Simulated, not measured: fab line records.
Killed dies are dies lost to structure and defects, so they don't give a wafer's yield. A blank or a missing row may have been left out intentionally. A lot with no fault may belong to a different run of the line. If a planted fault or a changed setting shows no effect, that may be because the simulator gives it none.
fab line records	flow ritCmos
record: lots: 6	wafers: 18	lastDay: 8
route steps=202 shown GATE@75 FOX2@80 M1@202
lots that met no fault: from a run of the same line without faults
startH: start of the lot's first displayed wafer, in hours after the record's first day	waitH: how many hours have passed since the lot's step before this one	" the same as in the row above	L1.1+2: several wafers, shown together as one row	- no value, or no start was given	* or withheld: withheld	< > ~ a bound
route shown NAME@n: a module of which the file shows steps, and the number in the route of the first	usual: mean/standard deviation of fault-free wafers	same: alike in all rows	chamber/n: place in a boat	sites: the reading at each site	_std_site: their standard deviation	_edge_site: inner sites' mean taken away from outer sites' mean	radiusMm: for every site, how far away it sits from the centre of the wafer	mask NAME#n: copy n	behind: tool/chamber where the wafer was last shaped	hold: why the lot was held/for how many hours/how that ended	device: transistor that didn't switch, given as n, p or np	end of line: tests run on the same wafers once the route is complete	a step without rows: its recipe alone	killed: not the wafer's yield, but the dies lost to structure and defects at the first sort	map: the dies of a wafer, with x for killed, . for not killed, _ for no die there
set.NAME: the setting as run; set.NAME@STEP: as run at that earlier step	model.NAME: the simulator's own value behind a step, which no gauge read
a table for each step, a row for each wafer; lots at some steps of the route
services: the hour from which a tool's chamber was out of use, counted from the record's first day as startH (under 0 if before that day), plus the number of hours and why
== steps ==
step: RIT_GATE_WET_ETCH_00
recipe: chemistry: BOE	target: SiO2	targetDepthNm: 56	timeS: 60	dry: n2Spin	dilution: 10:1	tempC: 21.5
step: RIT_GATE_CLEAN_01
recipe: chemistry: SC1	mix: 3:3:50	timeS: 600	tempC: 75
step: RIT_GATE_CLEAN_02
recipe: chemistry: dHF	dilution: 50:1	timeS: 30
step: RIT_GATE_CLEAN_03
recipe: chemistry: SC2	mix: 3:3:50	timeS: 600	tempC: 75	dry: n2Spin
step: RIT_GATE_CLEAN_04
recipe: chemistry: dHF	dilution: 50:1	timeS: 60	dry: n2Spin
step: RIT_FOX2_THK_MEAS_91
recipe: reads: SiO2_of_FOX2_OXIDATION_00
usual: FIELD_OXIDE_LEFT_2_THK: 258/5.3
lot.wafer	tool	chamber	startH	waitH	FIELD_OXIDE_LEFT_2_THK[nm]
L122.2	filmMetro-01	-	44.09	0.0	261
L122.4	"	-	"	"	263
L122.5	"	-	"	"	258
L124.2	filmMetro-04	-	54.08	0.0	255
L124.3	"	-	"	"	254
L124.4	"	-	"	"	255
L135.2	filmMetro-04	-	112.02	0.0	257
L135.3	"	-	"	"	258
L135.5	"	-	"	"	264
L136.2	filmMetro-01	-	119.83	0.0	255
L136.4	"	-	"	"	257
L136.5	"	-	"	"	252
L141.1	filmMetro-03	-	156.93	0.0	262
L141.2	"	-	"	"	256
L141.6	"	-	"	"	256
L143.2	filmMetro-03	-	163.93	0.0	262
L143.5	"	-	"	"	262
L143.6	"	-	"	"	265
step: RIT_GATE_OXIDATION_05
recipe: tempC: 900	ambient: O2	targetThkA: 30	oxTimeS: 270
step: RIT_GATE_ANNEAL_06
recipe: tempC: 900	timeS: 600	ambient: N2O
step: RIT_GATE_THK_MEAS_07
recipe: reads: SiO2_of_GATE_OXIDATION_05
usual: GATE_OXIDE_THK: 3.04/0.064
lot.wafer	tool	chamber	startH	waitH	GATE_OXIDE_THK[nm]
L122.2	filmMetro-04	-	47.69	0.0	2.94
L122.4	"	-	"	"	3.02
L122.5	"	-	"	"	3.01
L124.2	filmMetro-01	-	57.31	0.0	3.08
L124.3	"	-	"	"	3.00
L124.4	"	-	"	"	3.08
L135.2	filmMetro-03	-	121.98	0.0	2.92
L135.3	"	-	"	"	2.95
L135.5	"	-	"	"	2.94
L136.2	filmMetro-01	-	137.69	0.0	2.99
L136.4	"	-	"	"	3.00
L136.5	"	-	"	"	3.07
L141.1	filmMetro-04	-	158.53	0.0	3.12
L141.2	"	-	"	"	3.05
L141.6	"	-	"	"	3.07
L143.2	filmMetro-04	-	168.58	0.0	3.08
L143.5	"	-	"	"	3.05
L143.6	"	-	"	"	3.04
step: RIT_GATE_CVD_08
recipe: material: poly-Si	targetThkNm: 250	tempC: 610	precursor: SiH4	timeS: 2220	pressureMtorr: 300	sih4FlowSccm: 100
step: RIT_GATE_THK_MEAS_09
recipe: reads: poly-Si_of_GATE_CVD_08
usual: GATE_POLY_THK: 250.6/1.9
lot.wafer	tool	chamber	startH	waitH	GATE_POLY_THK[nm]
L122.2	filmMetro-04	-	49.37	0.0	251.9
L122.4	"	-	"	"	255.3
L122.5	"	-	"	"	254.2
L124.2	filmMetro-04	-	59.49	0.0	249.1
L124.3	"	-	"	"	248.1
L124.4	"	-	"	"	247.8
L135.2	filmMetro-01	-	123.66	0.0	251.4
L135.3	"	-	"	"	251.8
L135.5	"	-	"	"	250.6
L136.2	filmMetro-04	-	139.37	0.0	250.6
L136.4	"	-	"	"	252.7
L136.5	"	-	"	"	249.8
L141.1	filmMetro-03	-	160.21	0.0	249.3
L141.2	"	-	"	"	249.0
L141.6	"	-	"	"	252.2
L143.2	filmMetro-01	-	170.26	0.0	254.8
L143.5	"	-	"	"	253.8
L143.6	"	-	"	"	251.4
step: RIT_GATE_HMDS_10
recipe: primeTimeS: 60	primeTempC: 140
step: RIT_GATE_COAT_11
recipe: resist: NOVOLAK	spinRpm: 4250	resistThkNm: 850
usual: chillPlateTempC: 23.01/0.12	spinSpeedRpm: 4250/3.3
lot.wafer	tool	chamber	startH	waitH	chillPlateTempC	spinSpeedRpm	model.NOVOLAK_of_GATE_COAT_11.thkNm
L122.2	lithoTrack-01	0	49.59	0.1	22.91	4245	849.8
L122.4	"	0	"	"	23.00	4253	846.3
L122.5	"	0	"	"	22.86	4248	848.5
L124.2	lithoTrack-04	0	59.71	0.1	23.11	4255	851.5
L124.3	"	0	"	"	22.99	4250	849.1
L124.4	"	0	"	"	23.16	4251	850.6
L135.2	lithoTrack-04	0	123.89	0.1	22.71	4469	830.7
L135.3	"	0	"	"	23.09	4471	830.1
L135.5	"	0	"	"	22.92	4460	831.7
L136.2	lithoTrack-04	0	139.60	0.1	23.17	4462	833.6
L136.4	"	0	"	"	22.99	4461	834.6
L136.5	"	0	"	"	23.07	4465	833
L141.1	lithoTrack-03	0	160.42	0.1	23.02	4246	848.8
L141.2	"	0	"	"	22.93	4250	851.5
L141.6	"	0	"	"	23.07	4250	849.7
L143.2	lithoTrack-03	0	170.50	0.1	22.95	4250	850.2
L143.5	"	0	"	"	23.16	4248	849.9
L143.6	"	0	"	"	23.03	4251	852.1
step: RIT_GATE_SOFTBAKE_12
recipe: resist: NOVOLAK	tempC: 90	timeS: 60
step: RIT_GATE_EXPOSE_13
recipe: maskId: M6	na: 0.6	sourceShape: conventional	sigmaOuter: 0.6	targetCdNm: 150	doseMj: 380
step: RIT_GATE_PEB_14
recipe: resist: NOVOLAK	tempC: withheld	timeS: withheld
step: RIT_GATE_DEVELOP_15
recipe: resist: NOVOLAK	developTimeS: 50	devTempC: 23
step: RIT_GATE_CD_MEAS_16
recipe: targetCdNm: 150
usual: cdNm: 149.1/2.2
lot.wafer	tool	chamber	startH	waitH	cdNm
L122.2	cdSem-01	-	50.29	-	149.2
L122.4	"	-	"	"	146.6
L122.5	"	-	"	"	147.9
L124.2	cdSem-01	-	60.41	-	148.6
L124.3	"	-	"	"	147.2
L124.4	"	-	"	"	148.8
L135.2	cdSem-01	-	124.70	-	144.6
L135.3	"	-	"	"	144.7
L135.5	"	-	"	"	146.1
L136.2	cdSem-02	-	140.42	-	145.9
L136.4	"	-	"	"	147.9
L136.5	"	-	"	"	146.8
L141.1	cdSem-02	-	161.26	-	150.3
L141.2	"	-	"	"	150.6
L141.6	"	-	"	"	150.0
L143.2	cdSem-01	-	171.66	-	147.6
L143.5	"	-	"	"	147.2
L143.6	"	-	"	"	150.0
step: RIT_GATE_OVL_MEAS_17
usual: GATE_OVL: 0.0/1.4
lot.wafer	tool	chamber	startH	waitH	GATE_OVL[nm]
L122.2	overlay-02	-	50.39	0.1	-1.9
L122.4	"	-	"	"	-1.0
L122.5	"	-	"	"	-1.2
L124.2	overlay-01	-	60.51	0.1	1.4
L124.3	"	-	"	"	0.6
L124.4	"	-	"	"	-0.7
L135.2	overlay-02	-	124.81	0.1	-1.1
L135.3	"	-	"	"	-0.8
L135.5	"	-	"	"	3.0
L136.2	overlay-02	-	140.52	0.1	0.4
L136.4	"	-	"	"	-0.8
L136.5	"	-	"	"	2.4
L141.1	overlay-02	-	161.38	0.1	-0.1
L141.2	"	-	"	"	2.2
L141.6	"	-	"	"	-0.3
L143.2	overlay-02	-	171.77	0.1	0.8
L143.5	"	-	"	"	0.7
L143.6	"	-	"	"	0.0
step: RIT_GATE_HARDBAKE_18
recipe: resist: NOVOLAK	tempC: 140	timeS: 60
step: RIT_GATE_ETCH_19
recipe: chemistry: SF6/CHF3/O2	timeS: 165	SF6_flow_sccm: 30	CHF3_flow_sccm: 30	O2_flow_sccm: 5	target: poly-Si	pressureMtorr: 40	rfW: 160	targetDepthA: 3125	overEtchFrac: 0.25	stopOn: SiO2
usual: drypumpMotorCurrentA: 5.54/0.28	oesProductAu: 0.849/0.016	throttleValvePct: 10.24/0.06
lot.wafer	tool	chamber	startH	waitH	drypumpMotorCurrentA	oesProductAu	rfHoursCounterH	throttleValvePct	model.NOVOLAK_of_GATE_COAT_11.thkNm	model.GATE.cdNm
L122.2	rieSi-01	3	50.57	0.1	5.29	0.870	1	10.15	667.7	149.2
L122.4	"	0	"	"	5.87	0.846	140	10.25	666	147
L122.5	"	3	"	"	5.29	0.868	-	10.14	666.4	148
L124.2	rieSi-01	2	60.69	0.1	5.76	0.854	0	10.31	674.9	148.6
L124.3	"	1	"	"	5.58	0.833	145	10.32	674.2	147.3
L124.4	"	0	"	"	5.89	0.828	140	10.25	668.9	148.7
L135.2	rieSi-02	0	124.99	0.1	5.35	0.834	146	10.23	654.7	144.7
L135.3	"	3	"	"	5.43	0.828	1	10.25	650.9	144.9
L135.5	"	1	"	"	5.98	0.875	-	10.18	654.5	146.5
L136.2	rieSi-01	0	140.70	0.1	5.86	0.831	141	10.26	653.6	146.3
L136.4	"	2	"	"	5.76	0.854	-	10.33	661.6	148
L136.5	"	0	"	"	5.87	0.834	-	10.26	652.7	146.8
L141.1	rieSi-02	2	161.66	0.1	5.11	0.856	98	10.20	670.4	150.2
L141.2	"	3	"	"	5.43	0.836	2	10.25	669.4	151
L141.6	"	3	"	"	5.42	0.832	-	10.24	667.8	149.7
L143.2	rieSi-01	2	171.95	0.1	5.78	0.855	1	10.33	674.2	148.1
L143.5	"	1	"	"	5.60	0.856	-	10.30	677	147.4
L143.6	"	3	"	"	5.27	0.868	-	10.13	668.5	149.8
step: RIT_GATE_STRIP_20
recipe: chemistry: O2	timeS: 180	resist: NOVOLAK	platenTempC: withheld	powerW: 500	pressureMtorr: 4000	o2FlowSccm: 4000
usual: drypumpMotorCurrentA: 5.9/0.49
lot.wafer	tool	chamber	startH	waitH	drypumpMotorCurrentA	rfHoursCounterH
L122.2	plasmaAsher-03	1	50.68	0.1	6.8	41
L122.4	"	1	"	"	6.8	-
L122.5	"	1	"	"	6.8	-
L124.2	plasmaAsher-03	1	60.80	0.1	6.8	42
L124.3	"	1	"	"	6.8	-
L124.4	"	0	"	"	6.0	-
L135.2	plasmaAsher-03	1	125.10	0.1	6.8	48
L135.3	"	0	"	"	6.0	-
L135.5	"	1	"	"	6.9	-
L136.2	plasmaAsher-03	0	140.81	0.1	6.0	49
L136.4	"	0	"	"	6.0	-
L136.5	"	0	"	"	6.0	-
L141.1	plasmaAsher-01	1	161.77	0.1	5.8	35
L141.2	"	0	"	"	5.4	35
L141.6	"	1	"	"	5.9	-
L143.2	plasmaAsher-01	0	172.06	0.1	5.4	36
L143.5	"	1	"	"	5.8	-
L143.6	"	0	"	"	5.5	-
step: RIT_M1_PROBE_99
usual: killed_at_M0_to_M3: 0.0/0.14	killedAtContacts: 0.1/0.3	killedAtFrontEnd: 7/3.1	killedDies: 7/3.1	killedOpen: 3.8/2.3	killedShort: 3.2/1.9
same: grossDies: 264	killed_at_M4_up: 0	killedAtBackSide: 0	killedAtOther: 0
lot.wafer	tool	chamber	startH	waitH	killed_at_M0_to_M3	killedAtContacts	killedAtFrontEnd	killedDies	killedOpen	killedShort	model.etest.npolyLine.lineOhmUm	model.etest.ppolyLine.lineOhmUm	model.etest.npolyLine.widthNm	model.etest.ppolyLine.widthNm	model.etest.ring.delayPs	model.etest.nmos_0p15.vtSatV
L122.2	prober-01	-	71.57	0.1	0	0	8	8	4	4	167.9	162.7	101.2	102.4	26.9	0.2826
L122.4	prober-01	-	71.67	0.2	1	0	10	11	5	6	174.4	167.2	98.33	99.03	26.73	0.2725
L122.5	prober-01	-	71.72	0.2	0	0	6	6	1	5	170.9	165.7	99.96	100.9	26.73	0.2708
L124.2	prober-01	-	82.81	0.1	0	0	6	6	4	2	168.1	162.1	102.5	103.5	26.25	0.2853
L124.3	prober-01	-	82.86	0.2	0	1	2	3	2	1	170.8	165.7	100.2	101.5	26.43	0.268
L124.4	prober-01	-	82.91	0.2	0	0	5	5	3	2	167.1	163.2	102	102.4	26.67	0.2869
L135.2	prober-01	-	153.98	0.1	0	0	6	6	5	1	180.5	172.6	97.06	97.51	25.09	0.2361
L135.3	prober-01	-	154.03	0.2	0	0	15	15	13	2	177	172.3	96.19	97.06	25.41	0.2365
L135.5	prober-01	-	154.13	0.2	0	0	10	10	7	3	175.3	167.3	98.14	98.71	25.68	0.256
L136.2	prober-02	-	165.67	0.1	0	0	13	13	5	8	171.5	168.1	96.76	97.84	26.3	0.2643
L136.4	prober-02	-	165.77	0.2	0	0	10	10	5	5	172.2	162.8	98.61	98.99	27.11	0.2912
L136.5	prober-02	-	165.82	0.2	0	0	5	5	3	2	174.7	169.7	97.98	99.1	26.88	0.2626
L141.1	prober-01	-	184.32	0.1	0	0	3	3	1	2	166.5	158.5	101.8	102.5	26.96	0.2916
L141.2	prober-01	-	184.37	0.1	0	0	7	7	4	3	166.4	158.1	103.2	103.9	27.32	0.2806
L141.6	prober-01	-	184.57	0.2	0	0	7	7	4	3	167	162.2	101.6	101.8	27.04	0.2826
L143.2	prober-02	-	194.39	0.1	0	0	7	7	3	4	171.4	164.2	100.3	100.9	27.13	0.2937
L143.5	prober-02	-	194.54	0.2	0	1	6	7	3	4	170.7	163.7	99.36	99.69	26.44	0.293
L143.6	prober-02	-	194.59	0.2	0	0	7	7	2	5	166.3	160.6	101.8	102.8	27.27	0.3066
killed by level:class
L122.2 GATE:geometricParticle:short=4 GATE:geometricParticle:open=2 FOX1:geometricParticle:open=1 SILICIDE:geometricParticle:open=1
L122.4 FOX1:geometricParticle:short=3 GATE:geometricParticle:open=2 FOX1:geometricParticle:open=1 FOX2:geometricParticle:open=1 GATE:geometricParticle:short=1 SPACER:geometricParticle:short=1 SILICIDE:geometricParticle:open=1 M1:geometricParticle:short=1
L122.5 REOX:geometricParticle:short=2 FOX2:geometricParticle:short=1 GATE:geometricParticle:short=1 REOX:geometricParticle:open=1 SPACER:geometricParticle:short=1
L124.2 GATE:geometricParticle:open=2 FOX1:geometricParticle:open=1 GATE:geometricParticle:short=1 REOX:geometricParticle:short=1 SPACER:geometricParticle:open=1
L124.3 GATE:geometricParticle:open=1 REOX:geometricParticle:short=1 CONTACT:geometricParticle:open=1
L124.4 ACTIVE:geometricParticle:open=1 GATE:geometricParticle:open=1 GATE:geometricParticle:short=1 SPACER:geometricParticle:open=1 SPACER:geometricParticle:short=1
L135.2 FOX2:geometricParticle:open=3 FOX1:geometricParticle:short=1 FOX1:geometricParticle:open=1 GATE:geometricParticle:open=1
L135.3 FOX1:geometricParticle:open=4 SPACER:geometricParticle:open=4 FOX2:geometricParticle:open=2 REOX:geometricParticle:open=2 SILICIDE:geometricParticle:short=2 GATE:geometricParticle:open=1
L135.5 FOX1:geometricParticle:open=2 FOX2:geometricParticle:short=2 GATE:geometricParticle:open=2 SILICIDE:geometricParticle:open=2 SPACER:geometricParticle:open=1 SILICIDE:geometricParticle:short=1
L136.2 GATE:geometricParticle:short=4 FOX2:geometricParticle:short=2 GATE:geometricParticle:open=2 REOX:geometricParticle:open=2 REOX:geometricParticle:short=2 SILICIDE:geometricParticle:open=1
L136.4 REOX:geometricParticle:open=3 ACTIVE:geometricParticle:short=1 FOX1:geometricParticle:short=1 FOX2:geometricParticle:short=1 FOX2:geometricParticle:open=1 GATE:geometricParticle:short=1 GATE:geometricParticle:open=1 SPACER:geometricParticle:short=1
L136.5 GATE:geometricParticle:open=3 GATE:geometricParticle:short=1 SPACER:geometricParticle:short=1
L141.1 FOX1:geometricParticle:short=1 GATE:geometricParticle:open=1 GATE:geometricParticle:short=1
L141.2 FOX2:geometricParticle:open=2 FOX2:geometricParticle:short=1 GATE:geometricParticle:short=1 GATE:geometricParticle:open=1 REOX:geometricParticle:short=1 SILICIDE:geometricParticle:open=1
L141.6 GATE:geometricParticle:open=2 SPACER:geometricParticle:short=2 GATE:geometricParticle:short=1 REOX:geometricParticle:open=1 SILICIDE:geometricParticle:open=1
L143.2 REOX:geometricParticle:short=2 SPACER:geometricParticle:short=2 FOX1:geometricParticle:open=1 GATE:geometricParticle:open=1 SPACER:geometricParticle:open=1
L143.5 SPACER:geometricParticle:short=2 FOX1:geometricParticle:open=1 GATE:geometricParticle:open=1 REOX:geometricParticle:short=1 SPACER:geometricParticle:open=1 CONTACT:geometricParticle:short=1
L143.6 GATE:geometricParticle:short=2 FOX1:geometricParticle:short=1 FOX2:geometricParticle:short=1 FOX2:geometricParticle:open=1 REOX:geometricParticle:open=1 REOX:geometricParticle:short=1
== services ==
tool	chamber	startH	hours	kind
rieSi-02	1	52.96	6.6	repair
rieSi-02	0	72.58	18.3	repair
rieSi-02	0	129.10	-	clean
rieSi-02	0	129.10	16.2	scheduledDown
rieSi-02	0	129.10	16.2	ventCycle
rieSi-01	1	131.99	-	clean
rieSi-01	1	131.99	21.8	scheduledDown
rieSi-01	1	131.99	21.8	ventCycle
rieSi-01	0	155.65	-	clean
rieSi-01	0	155.65	27.1	scheduledDown
rieSi-01	0	155.65	27.1	ventCycle
plasmaAsher-01	-	169.32	2.1	repair
== key ==
firstSign: step: RIT_GATE_COAT_11	reading: spinSpeedRpm	direction: up	sigmas: 65	usual: 4250	struck: 4465
effect none on later readings
modelEffect: step: RIT_GATE_COAT_11	value: NOVOLAK_of_GATE_COAT_11.thkNm	without: 853.2	struck: 832.3
modelEffect: step: RIT_GATE_ETCH_19	value: NOVOLAK_of_GATE_COAT_11.thkNm	without: 673	struck: 654.7
modelEffect: step: RIT_M1_PROBE_99	value: etest.npolyLine.lineOhmUm	without: 168.2	struck: 175.2
metAt RIT_GATE_COAT_11
struckWafers L135.2,L135.3,L135.5,L136.2,L136.4,L136.5
testerLeftOut L135,L136
onsetBetween 59.71 123.89
fault: kind: processParameterDrift	tool: lithoTrack-04	chamber: -	onsetH: 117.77	steps: RIT_GATE_COAT_11	channel: spinRpm	offset: 216.1	shape: step	endH: 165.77	actsIn: theseRecipesOnly	stated: 4250
testerLeftOut: of these lots the tester's yield and bins aren't shown, on N5 and GAA mostly nor the transistor test; their killed dies are dies lost to structure and defects alone, not to doping, threshold or leakage, so they don't give the yield
